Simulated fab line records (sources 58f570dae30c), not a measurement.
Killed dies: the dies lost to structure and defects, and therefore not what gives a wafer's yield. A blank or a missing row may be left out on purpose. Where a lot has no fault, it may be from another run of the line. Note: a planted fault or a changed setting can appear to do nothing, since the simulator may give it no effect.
fab line records | flow berkeley-cmos170 | part 1 of 2: steps 1 to 25 of 34
[record] lots = 5 | wafers = 15 | last-day = 13
route steps=331 shown BACKSIDE@202 SDANNEAL@204 PSD@206 NSD@207 PLDD@208 NLDD@209 SILICIDE@210 CONTACT@216
lots that met no fault: taken from a fault-free run of the same line
start-h: hours from the record's opening day to when the first of the lot's shown wafers began | wait-h: hours from the lot's prior step to this one | " unchanged from the row above | L1.1+2: several wafers, shown together as one row | - no value, or no start was given | * or withheld: withheld | < > ~ a bound
route shown NAME@n: names a module that has steps shown in the file, with the first one's number in the route | usual: average and standard deviation across the fault-free wafers | same: alike in all rows | chamber/n: place in a boat | sites: the reading at each site | _std_site: how widely they spread, as a standard deviation | _edge_site: the outer-site mean with the inner-site mean subtracted | radius-mm: how far each site lies from the wafer's centre | mask NAME#n: copy n | behind: tool/chamber where the wafer was last shaped | hold: what put the lot on hold/how long, in hours/how the hold closed | device: the n, p or np transistor that did not switch | end of line: the same wafers' tests at the end of the route | step lacking rows: just its recipe | killed: dies that structure and defects cost at the first sort, which is not the same as the wafer's yield | map: dies across one wafer; x = killed, . = not, _ = none there
set.NAME: the setting as run; set.NAME@STEP: as run at that earlier step | model.NAME: the simulator's own value behind a step, which no gauge read
lots seen at some steps along the route; tables by step, rows by wafer
services: from which hour (start-h, from the record's first day; less than 0 if before it) a tool's chamber was out of use, for how many hours, and why
[[steps]]
[step UCB170_BACKSIDE_STRIP_03]
[recipe] chemistry = O2 | power-w = 400 | pressure-mtorr = 3500 | platen-temp-c = withheld | o2-flow-sccm = 400 | overash-fraction = 0.5
[usual] drypump-motor-current-A = 5.6/0.41 | o2-flow-sccm = 399.9/1.3 | oes-product-au = 0.735/0.0047 | strip-time-to-endpoint-s = 22.02/0.066
lot.wafer | tool            | chamber | start-h | wait-h | drypump-motor-current-A | o2-flow-sccm | oes-product-au | rf-hours-counter-h | strip-time-to-endpoint-s
L081.2    | plasma-asher-02 | 1       | 212.26  | 0.1    | 5.9                     | 400.0        | 0.736          | 51                 | 22.04
L081.3    | "               | 0       | "       | "      | 5.4                     | 398.8        | 0.738          | -                  | 21.93
L081.4    | "               | 1       | "       | "      | 5.9                     | 399.9        | 0.733          | -                  | 21.99
L083.1    | plasma-asher-04 | 0       | 218.57  | 0.1    | 5.7                     | 400.6        | 0.728          | 41                 | 21.93
L083.3    | "               | 0       | "       | "      | 5.7                     | 399.2        | 0.735          | -                  | 21.89
L083.5    | "               | 0       | "       | "      | 5.7                     | 399.4        | 0.733          | -                  | 21.93
L089.4    | plasma-asher-02 | 0       | 259.79  | 0.1    | 5.5                     | 398.9        | 0.737          | -                  | 22.00
L089.5    | "               | 0       | "       | "      | 5.5                     | 399.4        | 0.731          | -                  | 22.02
L089.6    | "               | 1       | "       | "      | 5.9                     | 400.4        | 0.741          | -                  | 22.06
L092.1    | plasma-asher-04 | 0       | 266.32  | 0.1    | 5.7                     | 400.5        | 0.731          | 46                 | 22.01
L092.4    | "               | 0       | "       | "      | 5.7                     | 399.2        | 0.741          | -                  | 22.11
L092.6    | "               | 1       | "       | "      | 5.1                     | 400.7        | 0.736          | -                  | 22.13
L093.1    | plasma-asher-02 | 0       | 279.66  | 0.1    | 5.4                     | 401.3        | 0.725          | 60                 | 22.03
L093.2    | "               | 1       | "       | "      | 5.9                     | 400.2        | 0.729          | 60                 | 22.09
L093.6    | "               | 1       | "       | "      | 5.9                     | 399.3        | 0.729          | -                  | 22.05
[step UCB170_BACKSIDE_CLEAN_04]
[recipe] chemistry = SPM | temp-c = 120 | time-s = 600
[same] time-s = 600
lot.wafer  | tool         | chamber | start-h | wait-h
L081.2+3+4 | wet-bench-01 | 0       | 212.36  | 0.1
L083.1+3+5 | wet-bench-01 | 3       | 218.67  | 0.1
L089.4+5+6 | wet-bench-01 | 2       | 259.86  | 0.0
L092.1+4+6 | wet-bench-03 | 3       | 266.42  | 0.1
L093.1+2+6 | wet-bench-01 | 0       | 279.91  | 0.2
[step UCB170_SDANNEAL_RTA_00]
[recipe] temp-c = 900 | time-s = 10 | ambient = N2
[usual] lamp-power-pct = 24.4/1.4 | wafer_temp_C_max = 904.2/1.4
[same] time-s = 10
lot.wafer | tool          | chamber | start-h | wait-h | lamp-power-pct | wafer_temp_C_max
L081.2    | rtp-anneal-02 | 0       | 212.54  | 0.0    | 23.0           | 903.2
L081.3    | "             | 0       | "       | "      | 23.0           | 904.6
L081.4    | "             | 0       | "       | "      | 23.0           | 905.3
L083.1    | rtp-anneal-01 | 0       | 218.84  | 0.0    | 25.8           | 903.0
L083.3    | "             | 0       | "       | "      | 25.8           | 903.4
L083.5    | "             | 0       | "       | "      | 25.8           | 902.9
L089.4    | rtp-anneal-01 | 0       | 260.07  | 0.0    | 25.8           | 902.8
L089.5    | "             | 0       | "       | "      | 25.8           | 903.6
L089.6    | "             | 0       | "       | "      | 25.8           | 902.7
L092.1    | rtp-anneal-01 | 0       | 266.59  | 0.0    | 25.8           | 902.5
L092.4    | "             | 0       | "       | "      | 25.8           | 902.6
L092.6    | "             | 0       | "       | "      | 25.8           | 902.4
L093.1    | rtp-anneal-01 | 0       | 280.12  | 0.0    | 25.8           | 901.8
L093.2    | "             | 0       | "       | "      | 25.7           | 903.6
L093.6    | "             | 0       | "       | "      | 25.8           | 903.0
[step UCB170_SDANNEAL_RTA_01]
[recipe] temp-c = 1050 | time-s = 5 | ambient = N2
[usual] lamp-power-pct = 37.6/2.2 | wafer_temp_C_max = 1054.8/1.4
[same] time-s = 5
lot.wafer | tool          | chamber | start-h | wait-h | lamp-power-pct | wafer_temp_C_max
L081.2    | rtp-anneal-02 | 0       | 212.61  | 0.1    | 35.5           | 1056.0
L081.3    | "             | 0       | "       | "      | 35.5           | 1056.3
L081.4    | "             | 0       | "       | "      | 35.5           | 1055.0
L083.1    | rtp-anneal-01 | 0       | 218.91  | 0.1    | 39.8           | 1054.0
L083.3    | "             | 0       | "       | "      | 39.8           | 1052.8
L083.5    | "             | 0       | "       | "      | 39.8           | 1053.1
L089.4    | rtp-anneal-01 | 0       | 260.13  | 0.1    | 39.9           | 1054.1
L089.5    | "             | 0       | "       | "      | 39.8           | 1053.0
L089.6    | "             | 0       | "       | "      | 39.8           | 1052.3
L092.1    | rtp-anneal-01 | 0       | 266.66  | 0.1    | 39.8           | 1054.1
L092.4    | "             | 0       | "       | "      | 39.8           | 1053.9
L092.6    | "             | 0       | "       | "      | 39.8           | 1053.0
L093.1    | rtp-anneal-01 | 0       | 280.19  | 0.1    | 39.8           | 1053.6
L093.2    | "             | 0       | "       | "      | 39.8           | 1052.4
L093.6    | "             | 0       | "       | "      | 39.8           | 1054.3
[step UCB170_SDANNEAL_RS_MEAS_02]
[recipe] thk-meas-gauge = four-point-probe
[usual] PSD_RS = 75.5/0.36
lot.wafer | tool          | chamber | start-h | wait-h | PSD_RS[ohm/sq]
L081.2    | film-metro-03 | -       | 212.68  | 0.1    | 75.5
L081.3    | "             | -       | "       | "      | 75.4
L081.4    | "             | -       | "       | "      | 75.6
L083.1    | film-metro-03 | -       | 218.97  | 0.0    | 75.1
L083.3    | "             | -       | "       | "      | 75.3
L083.5    | "             | -       | "       | "      | 75.3
L089.4    | film-metro-02 | -       | 260.22  | 0.1    | 75.3
L089.5    | "             | -       | "       | "      | 75.3
L089.6    | "             | -       | "       | "      | 75.6
L092.1    | film-metro-02 | -       | 266.72  | 0.0    | 76.0
L092.4    | "             | -       | "       | "      | 75.7
L092.6    | "             | -       | "       | "      | 75.9
L093.1    | film-metro-02 | -       | 280.25  | 0.0    | 75.2
L093.2    | "             | -       | "       | "      | 75.5
L093.6    | "             | -       | "       | "      | 75.3
[step UCB170_SDANNEAL_RS_MEAS_03]
[recipe] thk-meas-gauge = four-point-probe
[usual] NSD_RS = 37.29/0.074
lot.wafer | tool          | chamber | start-h | wait-h | NSD_RS[ohm/sq]
L081.2    | film-metro-03 | -       | 212.80  | 0.1    | 37.19
L081.3    | "             | -       | "       | "      | 37.29
L081.4    | "             | -       | "       | "      | 37.09
L083.1    | film-metro-03 | -       | 219.09  | 0.1    | 37.16
L083.3    | "             | -       | "       | "      | 37.32
L083.5    | "             | -       | "       | "      | 37.19
L089.4    | film-metro-02 | -       | 260.34  | 0.1    | 37.23
L089.5    | "             | -       | "       | "      | 37.24
L089.6    | "             | -       | "       | "      | 37.26
L092.1    | film-metro-02 | -       | 266.84  | 0.1    | 37.28
L092.4    | "             | -       | "       | "      | 37.36
L092.6    | "             | -       | "       | "      | 37.22
L093.1    | film-metro-02 | -       | 280.37  | 0.1    | 37.29
L093.2    | "             | -       | "       | "      | 37.33
L093.6    | "             | -       | "       | "      | 37.31
[step UCB170_SDANNEAL_RS_MEAS_04]
[recipe] thk-meas-gauge = four-point-probe
[usual] PLDD_RS = 1031.1/2.9
lot.wafer | tool          | chamber | start-h | wait-h | PLDD_RS[ohm/sq]
L081.2    | film-metro-03 | -       | 212.92  | 0.1    | 1027.5
L081.3    | "             | -       | "       | "      | 1026.5
L081.4    | "             | -       | "       | "      | 1023.0
L083.1    | film-metro-03 | -       | 219.21  | 0.1    | 1033.1
L083.3    | "             | -       | "       | "      | 1034.5
L083.5    | "             | -       | "       | "      | 1034.4
L089.4    | film-metro-02 | -       | 260.46  | 0.1    | 1030.9
L089.5    | "             | -       | "       | "      | 1032.2
L089.6    | "             | -       | "       | "      | 1031.1
L092.1    | film-metro-02 | -       | 266.96  | 0.1    | 1030.0
L092.4    | "             | -       | "       | "      | 1027.6
L092.6    | "             | -       | "       | "      | 1027.0
L093.1    | film-metro-02 | -       | 280.49  | 0.1    | 1031.0
L093.2    | "             | -       | "       | "      | 1029.0
L093.6    | "             | -       | "       | "      | 1032.8
[step UCB170_SDANNEAL_RS_MEAS_05]
[recipe] thk-meas-gauge = four-point-probe
[usual] NLDD_RS = 616.4/1.5
lot.wafer | tool          | chamber | start-h | wait-h | NLDD_RS[ohm/sq]
L081.2    | film-metro-03 | -       | 213.04  | 0.1    | 616.1
L081.3    | "             | -       | "       | "      | 615.5
L081.4    | "             | -       | "       | "      | 616.1
L083.1    | film-metro-03 | -       | 219.33  | 0.1    | 617.0
L083.3    | "             | -       | "       | "      | 616.4
L083.5    | "             | -       | "       | "      | 615.7
L089.4    | film-metro-02 | -       | 260.58  | 0.1    | 615.9
L089.5    | "             | -       | "       | "      | 613.2
L089.6    | "             | -       | "       | "      | 613.1
L092.1    | film-metro-02 | -       | 267.08  | 0.1    | 616.1
L092.4    | "             | -       | "       | "      | 616.7
L092.6    | "             | -       | "       | "      | 616.2
L093.1    | film-metro-02 | -       | 280.61  | 0.1    | 615.8
L093.2    | "             | -       | "       | "      | 615.3
L093.6    | "             | -       | "       | "      | 616.2
[step UCB170_SILICIDE_PRE_CLEAN_00]
[recipe] gas = Ar | preclean-etch-time-s = 60
lot.wafer  | tool           | chamber | start-h | wait-h
L081.2+3+4 | pvd-sputter-03 | -       | 213.14  | 0.1
L083.1+3+5 | pvd-sputter-03 | -       | 219.45  | 0.1
L089.4+5+6 | pvd-sputter-02 | -       | 260.64  | 0.0
L092.1+4+6 | pvd-sputter-03 | -       | 267.20  | 0.1
L093.1+2+6 | pvd-sputter-03 | -       | 280.73  | 0.1
[step UCB170_SILICIDE_SPUTTER_01]
[recipe] material = Ti | target-thk-nm = 30 | time-s = 24.21 | power-w = 1500 | chamber-pressure-pa = 0.5
[usual] throttle-valve-pct = 30.5/1.3
[same] time-s = 24.21
lot.wafer | tool           | chamber | start-h | wait-h | throttle-valve-pct
L081.2    | pvd-sputter-03 | -       | 213.20  | 0.0    | 30.3
L081.3    | "              | -       | "       | "      | 30.2
L081.4    | "              | -       | "       | "      | 31.3
L083.1    | pvd-sputter-03 | -       | 219.52  | 0.0    | 31.2
L083.3    | "              | -       | "       | "      | 30.5
L083.5    | "              | -       | "       | "      | 30.3
L089.4    | pvd-sputter-02 | -       | 260.70  | 0.0    | 30.9
L089.5    | "              | -       | "       | "      | 29.8
L089.6    | "              | -       | "       | "      | 30.9
L092.1    | pvd-sputter-03 | -       | 267.26  | 0.0    | 31.7
L092.4    | "              | -       | "       | "      | 31.1
L092.6    | "              | -       | "       | "      | 31.2
L093.1    | pvd-sputter-03 | -       | 280.79  | 0.0    | 31.4
L093.2    | "              | -       | "       | "      | 31.6
L093.6    | "              | -       | "       | "      | 31.7
[step UCB170_SILICIDE_RS_MEAS_02]
[recipe] thk-meas-gauge = four-point-probe | reads = Ti_of_SILICIDE_SPUTTER_01
[usual] SILICIDE_TI_RS = 27.1/0.35
lot.wafer | tool          | chamber | start-h | wait-h | SILICIDE_TI_RS[ohm/sq]
L081.2    | film-metro-04 | -       | 213.25  | 0.0    | 26.9
L081.3    | "             | -       | "       | "      | 27.1
L081.4    | "             | -       | "       | "      | 26.9
L083.1    | film-metro-02 | -       | 219.55  | 0.0    | 26.7
L083.3    | "             | -       | "       | "      | 26.6
L083.5    | "             | -       | "       | "      | 26.8
L089.4    | film-metro-03 | -       | 260.79  | 0.1    | 27.1
L089.5    | "             | -       | "       | "      | 26.9
L089.6    | "             | -       | "       | "      | 27.1
L092.1    | film-metro-02 | -       | 267.30  | 0.0    | 27.2
L092.4    | "             | -       | "       | "      | 26.6
L092.6    | "             | -       | "       | "      | 26.6
L093.1    | film-metro-03 | -       | 280.82  | 0.0    | 27.4
L093.2    | "             | -       | "       | "      | 27.8
L093.6    | "             | -       | "       | "      | 28.0
[step UCB170_SILICIDE_THK_MEAS_03]
[recipe] thk-meas-gauge = xrf | reads = Ti_of_SILICIDE_SPUTTER_01
[usual] SILICIDE_TI_THK = 28.8/0.35
lot.wafer | tool          | chamber | start-h | wait-h | SILICIDE_TI_THK[nm]
L081.2    | film-metro-04 | -       | 213.36  | 0.1    | 28.6
L081.3    | "             | -       | "       | "      | 28.5
L081.4    | "             | -       | "       | "      | 28.7
L083.1    | film-metro-02 | -       | 219.67  | 0.1    | 29.1
L083.3    | "             | -       | "       | "      | 29.1
L083.5    | "             | -       | "       | "      | 29.0
L089.4    | film-metro-03 | -       | 260.88  | 0.1    | 29.1
L089.5    | "             | -       | "       | "      | 29.4
L089.6    | "             | -       | "       | "      | 29.2
L092.1    | film-metro-02 | -       | 267.42  | 0.1    | 28.5
L092.4    | "             | -       | "       | "      | 29.1
L092.6    | "             | -       | "       | "      | 29.0
L093.1    | film-metro-03 | -       | 280.94  | 0.1    | 28.6
L093.2    | "             | -       | "       | "      | 28.1
L093.6    | "             | -       | "       | "      | 28.0
[step UCB170_SILICIDE_RTA_04]
[recipe] temp-c = 650 | time-s = 15 | ambient = N2
[usual] lamp-power-pct = 10.5/0.6 | wafer_temp_C_max = 653.1/1.1
[same] time-s = 15
lot.wafer | tool          | chamber | start-h | wait-h | lamp-power-pct | wafer_temp_C_max
L081.2    | rtp-anneal-01 | 0       | 213.43  | 0.1    | 11.1           | 652.3
L081.3    | "             | 0       | "       | "      | 11.1           | 653.3
L081.4    | "             | 0       | "       | "      | 11.1           | 652.1
L083.1    | rtp-anneal-01 | 0       | 219.73  | 0.1    | 11.1           | 653.1
L083.3    | "             | 0       | "       | "      | 11.0           | 652.0
L083.5    | "             | 0       | "       | "      | 11.0           | 651.9
L089.4    | rtp-anneal-01 | 0       | 260.95  | 0.1    | 11.0           | 651.5
L089.5    | "             | 0       | "       | "      | 11.1           | 651.7
L089.6    | "             | 0       | "       | "      | 11.1           | 651.9
L092.1    | rtp-anneal-02 | 0       | 267.48  | 0.1    | 9.8            | 652.9
L092.4    | "             | 0       | "       | "      | 9.9            | 653.5
L092.6    | "             | 0       | "       | "      | 9.8            | 654.7
L093.1    | rtp-anneal-02 | 0       | 281.00  | 0.1    | 9.9            | 655.9
L093.2    | "             | 0       | "       | "      | 9.8            | 654.0
L093.6    | "             | 0       | "       | "      | 9.9            | 654.1
[step UCB170_SILICIDE_WET_ETCH_05]
[recipe] chemistry = SPM | time-s = 45 | temp-c = 120 | target = Ti
[same] time-s = 45
lot.wafer  | tool         | chamber | start-h | wait-h
L081.2+3+4 | wet-bench-01 | 2       | 213.49  | 0.1
L083.1+3+5 | wet-bench-01 | 0       | 219.98  | 0.2
L089.4+5+6 | wet-bench-01 | 0       | 260.99  | 0.0
L092.1+4+6 | wet-bench-04 | 2       | 270.96  | 3.5
L093.1+2+6 | wet-bench-01 | 1       | 281.08  | 0.1
[step UCB170_CONTACT_CLEAN_00]
[recipe] chemistry = SPM | temp-c = 120 | time-s = 600
[same] time-s = 600
lot.wafer  | tool         | chamber | start-h | wait-h
L081.2+3+4 | wet-bench-01 | 1       | 213.51  | 0.0
L083.1+3+5 | wet-bench-01 | 0       | 220.00  | 0.0
L089.4+5+6 | wet-bench-03 | 0       | 261.01  | 0.0
L092.1+4+6 | wet-bench-04 | 2       | 271.54  | 0.6
L093.1+2+6 | wet-bench-01 | 2       | 281.11  | 0.0
[step UCB170_CONTACT_CVD_01]
[recipe] material = PSG | target-thk-nm = 700 | temp-c = 450 | precursor = SiH4/O2/PH3 | time-s = 2820 | pressure-mtorr = 300 | sih4-flow-sccm = 60 | o2-flow-sccm = 91.16 | ph3-flow-sccm = 25
[usual] o2-flow-sccm = 91.11/0.28
[same] time-s = 2820
lot.wafer | tool     | chamber | start-h | wait-h | o2-flow-sccm
L081.2    | lpcvd-01 | 0       | 213.69  | 0.0    | 91.36
L081.3    | "        | 0       | "       | "      | 91.03
L081.4    | "        | 0       | "       | "      | 91.26
L083.1    | lpcvd-02 | 1       | 220.18  | 0.0    | 91.53
L083.3    | "        | 1       | "       | "      | 90.88
L083.5    | "        | 1       | "       | "      | 91.37
L089.4    | lpcvd-02 | 0       | 261.19  | 0.0    | 90.72
L089.5    | "        | 0       | "       | "      | 90.78
L089.6    | "        | 0       | "       | "      | 91.19
L092.1    | lpcvd-02 | 1       | 271.72  | 0.0    | 91.21
L092.4    | "        | 1       | "       | "      | 90.72
L092.6    | "        | 1       | "       | "      | 91.28
L093.1    | lpcvd-02 | 0       | 281.33  | 0.0    | 91.56
L093.2    | "        | 0       | "       | "      | 91.40
L093.6    | "        | 0       | "       | "      | 91.37
[step UCB170_CONTACT_THK_MEAS_02]
[recipe] reads = PSG_of_CONTACT_CVD_01
[usual] CONTACT_PSG_THK = 704/5.9
lot.wafer | tool          | chamber | start-h | wait-h | CONTACT_PSG_THK[nm]
L081.2    | film-metro-04 | -       | 215.48  | 0.0    | 701
L081.3    | "             | -       | "       | "      | 697
L081.4    | "             | -       | "       | "      | 702
L083.1    | film-metro-03 | -       | 221.96  | 0.0    | 704
L083.3    | "             | -       | "       | "      | 704
L083.5    | "             | -       | "       | "      | 708
L089.4    | film-metro-01 | -       | 263.00  | 0.0    | 721
L089.5    | "             | -       | "       | "      | 717
L089.6    | "             | -       | "       | "      | 720
L092.1    | film-metro-01 | -       | 273.50  | 0.0    | 696
L092.4    | "             | -       | "       | "      | 702
L092.6    | "             | -       | "       | "      | 700
L093.1    | film-metro-04 | -       | 283.12  | 0.0    | 699
L093.2    | "             | -       | "       | "      | 695
L093.6    | "             | -       | "       | "      | 693
[step UCB170_CONTACT_HMDS_03]
[recipe] prime-time-s = 60 | prime-temp-c = 100
[usual] exhaust-pa = 44.9/0.9
lot.wafer | tool           | chamber | start-h | wait-h | exhaust-pa
L081.2    | litho-track-01 | 0       | 215.68  | 0.2    | 45.9
L081.3    | "              | 0       | "       | "      | 44.1
L081.4    | "              | 0       | "       | "      | 44.5
L083.1    | litho-track-04 | 0       | 222.02  | 0.1    | 45.5
L083.3    | "              | 0       | "       | "      | 45.8
L083.5    | "              | 0       | "       | "      | 46.6
L089.4    | litho-track-02 | 0       | 263.10  | 0.1    | 43.9
L089.5    | "              | 0       | "       | "      | 44.8
L089.6    | "              | 0       | "       | "      | 43.8
L092.1    | litho-track-02 | 0       | 274.10  | 0.6    | 44.3
L092.4    | "              | 0       | "       | "      | 45.0
L092.6    | "              | 0       | "       | "      | 46.0
L093.1    | litho-track-01 | 0       | 283.29  | 0.2    | 44.8
L093.2    | "              | 0       | "       | "      | 45.1
L093.6    | "              | 0       | "       | "      | 44.3
[step UCB170_CONTACT_COAT_04]
[recipe] resist = KrF | spin-rpm = 1500 | resist-thk-nm = 900
[usual] exhaust-pa = 45.0/0.87
lot.wafer | tool           | chamber | start-h | wait-h | exhaust-pa
L081.2    | litho-track-01 | 0       | 215.83  | 0.1    | 45.7
L081.3    | "              | 0       | "       | "      | 45.4
L081.4    | "              | 0       | "       | "      | 45.4
L083.1    | litho-track-04 | 0       | 222.17  | 0.1    | 44.8
L083.3    | "              | 0       | "       | "      | 44.6
L083.5    | "              | 0       | "       | "      | 45.1
L089.4    | litho-track-02 | 0       | 263.25  | 0.1    | 45.3
L089.5    | "              | 0       | "       | "      | 44.8
L089.6    | "              | 0       | "       | "      | 43.7
L092.1    | litho-track-02 | 0       | 274.25  | 0.1    | 43.2
L092.4    | "              | 0       | "       | "      | 44.8
L092.6    | "              | 0       | "       | "      | 43.5
L093.1    | litho-track-01 | 0       | 283.44  | 0.1    | 45.3
L093.2    | "              | 0       | "       | "      | 45.2
L093.6    | "              | 0       | "       | "      | 45.0
[step UCB170_CONTACT_SOFTBAKE_05]
[recipe] resist = KrF | temp-c = 130 | time-s = 60
[usual] exhaust-pa = 45.1/0.9 | plate-temp-C = 129.96/0.11
[same] time-s = 60
lot.wafer | tool           | chamber | start-h | wait-h | exhaust-pa | plate-temp-C
L081.2    | litho-track-01 | 0       | 215.98  | 0.1    | 44.5       | 129.96
L081.3    | "              | 0       | "       | "      | 43.8       | 130.03
L081.4    | "              | 0       | "       | "      | 43.5       | 129.92
L083.1    | litho-track-04 | 0       | 222.32  | 0.1    | 45.5       | 129.93
L083.3    | "              | 0       | "       | "      | 44.9       | 130.11
L083.5    | "              | 0       | "       | "      | 45.9       | 129.92
L089.4    | litho-track-02 | 0       | 263.40  | 0.1    | 44.2       | 129.81
L089.5    | "              | 0       | "       | "      | 43.7       | 129.91
L089.6    | "              | 0       | "       | "      | 44.7       | 129.73
L092.1    | litho-track-02 | 0       | 274.40  | 0.1    | 45.2       | 129.91
L092.4    | "              | 0       | "       | "      | 46.8       | 129.76
L092.6    | "              | 0       | "       | "      | 45.8       | 129.85
L093.1    | litho-track-01 | 0       | 283.59  | 0.1    | 46.0       | 129.96
L093.2    | "              | 0       | "       | "      | 46.0       | 130.00
L093.6    | "              | 0       | "       | "      | 46.3       | 129.93
[step UCB170_CONTACT_STRIP_06]
[recipe] chemistry = O2 | power-w = 400 | pressure-mtorr = 3500 | platen-temp-c = withheld | o2-flow-sccm = 400 | overash-fraction = 0.5
[usual] drypump-motor-current-A = 5.62/0.29 | o2-flow-sccm = 400.1/1.2 | oes-product-au = 0.734/0.0048 | strip-time-to-endpoint-s = 22.00/0.081
lot.wafer | tool            | chamber | start-h | wait-h | drypump-motor-current-A | o2-flow-sccm | oes-product-au | rf-hours-counter-h | strip-time-to-endpoint-s
L081.2    | plasma-asher-02 | 0       | 216.11  | 0.1    | 5.45                    | 397.7        | 0.739          | 52                 | 21.98
L081.3    | "               | 0       | "       | "      | 5.42                    | 400.5        | 0.736          | -                  | 21.88
L081.4    | "               | 1       | "       | "      | 5.87                    | 398.8        | 0.735          | -                  | 21.95
L083.1    | plasma-asher-03 | 0       | 222.47  | 0.1    | 6.03                    | 400.7        | 0.732          | 44                 | 21.93
L083.3    | "               | 0       | "       | "      | 6.04                    | 402.7        | 0.734          | -                  | 21.99
L083.5    | "               | 0       | "       | "      | 6.03                    | 400.2        | 0.739          | -                  | 22.01
L089.4    | plasma-asher-02 | 1       | 263.51  | 0.1    | 5.86                    | 401.0        | 0.740          | -                  | 22.05
L089.5    | "               | 1       | "       | "      | 5.90                    | 401.2        | 0.733          | -                  | 22.05
L089.6    | "               | 0       | "       | "      | 5.44                    | 401.1        | 0.732          | -                  | 21.95
L092.1    | plasma-asher-02 | 1       | 274.55  | 0.1    | 5.87                    | 400.6        | 0.736          | 59                 | 21.98
L092.4    | "               | 0       | "       | "      | 5.44                    | 399.9        | 0.742          | -                  | 21.97
L092.6    | "               | 0       | "       | "      | 5.46                    | 398.4        | 0.735          | -                  | 22.01
L093.1    | plasma-asher-04 | 0       | 283.74  | 0.1    | 5.65                    | 399.5        | 0.736          | 48                 | 22.14
L093.2    | "               | 1       | "       | "      | 5.09                    | 401.2        | 0.733          | 48                 | 22.06
L093.6    | "               | 1       | "       | "      | 5.07                    | 400.0        | 0.741          | -                  | 22.10
[step UCB170_CONTACT_CLEAN_07]
[recipe] chemistry = SPM | temp-c = 120 | time-s = 600
[same] time-s = 600
lot.wafer  | tool         | chamber | start-h | wait-h
L081.2+3+4 | wet-bench-01 | 0       | 216.21  | 0.1
L083.1+3+5 | wet-bench-03 | 2       | 223.84  | 1.3
L089.4+5+6 | wet-bench-01 | 2       | 263.78  | 0.2
L092.1+4+6 | wet-bench-04 | 0       | 274.65  | 0.1
L093.1+2+6 | wet-bench-01 | 2       | 283.84  | 0.1
[step UCB170_CONTACT_RTA_08]
[recipe] temp-c = 900 | time-s = 10 | ambient = N2
[usual] lamp-power-pct = 24.5/1.4 | wafer_temp_C_max = 904.2/1.2
[same] time-s = 10
lot.wafer | tool          | chamber | start-h | wait-h | lamp-power-pct | wafer_temp_C_max
L081.2    | rtp-anneal-02 | 0       | 216.39  | 0.0    | 23.0           | 906.9
L081.3    | "             | 0       | "       | "      | 23.0           | 904.7
L081.4    | "             | 0       | "       | "      | 23.0           | 905.8
L083.1    | rtp-anneal-01 | 0       | 224.02  | 0.0    | 25.8           | 903.7
L083.3    | "             | 0       | "       | "      | 25.8           | 904.2
L083.5    | "             | 0       | "       | "      | 25.8           | 903.8
L089.4    | rtp-anneal-01 | 0       | 264.01  | 0.0    | 25.8           | 902.7
L089.5    | "             | 0       | "       | "      | 25.8           | 902.7
L089.6    | "             | 0       | "       | "      | 25.8           | 904.0
L092.1    | rtp-anneal-02 | 0       | 274.82  | 0.0    | 23.0           | 903.8
L092.4    | "             | 0       | "       | "      | 23.0           | 904.8
L092.6    | "             | 0       | "       | "      | 23.0           | 905.4
L093.1    | rtp-anneal-02 | 0       | 284.07  | 0.0    | 23.0           | 905.7
L093.2    | "             | 0       | "       | "      | 23.0           | 906.0
L093.6    | "             | 0       | "       | "      | 23.0           | 906.4
[step UCB170_CONTACT_COAT_09]
[recipe] resist = BARC | temp-c = withheld | time-s = withheld | spin-rpm = 3000 | resist-thk-nm = withheld
[usual] exhaust-pa = 45.0/0.96
lot.wafer | tool           | chamber | start-h | wait-h | exhaust-pa
L081.2    | litho-track-04 | 0       | 216.47  | 0.1    | 43.9
L081.3    | "              | 0       | "       | "      | 44.1
L081.4    | "              | 0       | "       | "      | 44.3
L083.1    | litho-track-02 | 0       | 224.33  | 0.3    | 46.1
L083.3    | "              | 0       | "       | "      | 45.5
L083.5    | "              | 0       | "       | "      | 45.5
L089.4    | litho-track-02 | 0       | 264.38  | 0.4    | 43.5
L089.5    | "              | 0       | "       | "      | 44.0
L089.6    | "              | 0       | "       | "      | 44.1
L092.1    | litho-track-01 | 0       | 275.21  | 0.4    | 45.4
L092.4    | "              | 0       | "       | "      | 44.0
L092.6    | "              | 0       | "       | "      | 45.8
L093.1    | litho-track-01 | 0       | 284.13  | 0.1    | 45.6
L093.2    | "              | 0       | "       | "      | 45.5
L093.6    | "              | 0       | "       | "      | 46.1
[step UCB170_CONTACT_COAT_10]
[recipe] resist = KrF | spin-rpm = 1500 | resist-thk-nm = 900
[usual] exhaust-pa = 45.1/0.82
lot.wafer | tool           | chamber | start-h | wait-h | exhaust-pa
L081.2    | litho-track-04 | 0       | -       | -      | 46.0
L081.3    | "              | 0       | "       | "      | 45.5
L081.4    | "              | 0       | "       | "      | 46.4
L083.1    | litho-track-02 | 0       | -       | -      | 45.8
L083.3    | "              | 0       | "       | "      | 44.6
L083.5    | "              | 0       | "       | "      | 44.7
L089.4    | litho-track-02 | 0       | -       | -      | 44.2
L089.5    | "              | 0       | "       | "      | 45.5
L089.6    | "              | 0       | "       | "      | 44.4
L092.1    | litho-track-01 | 0       | -       | -      | 44.1
L092.4    | "              | 0       | "       | "      | 44.6
L092.6    | "              | 0       | "       | "      | 45.2
L093.1    | litho-track-01 | 0       | -       | -      | 45.5
L093.2    | "              | 0       | "       | "      | 45.6
L093.6    | "              | 0       | "       | "      | 45.9
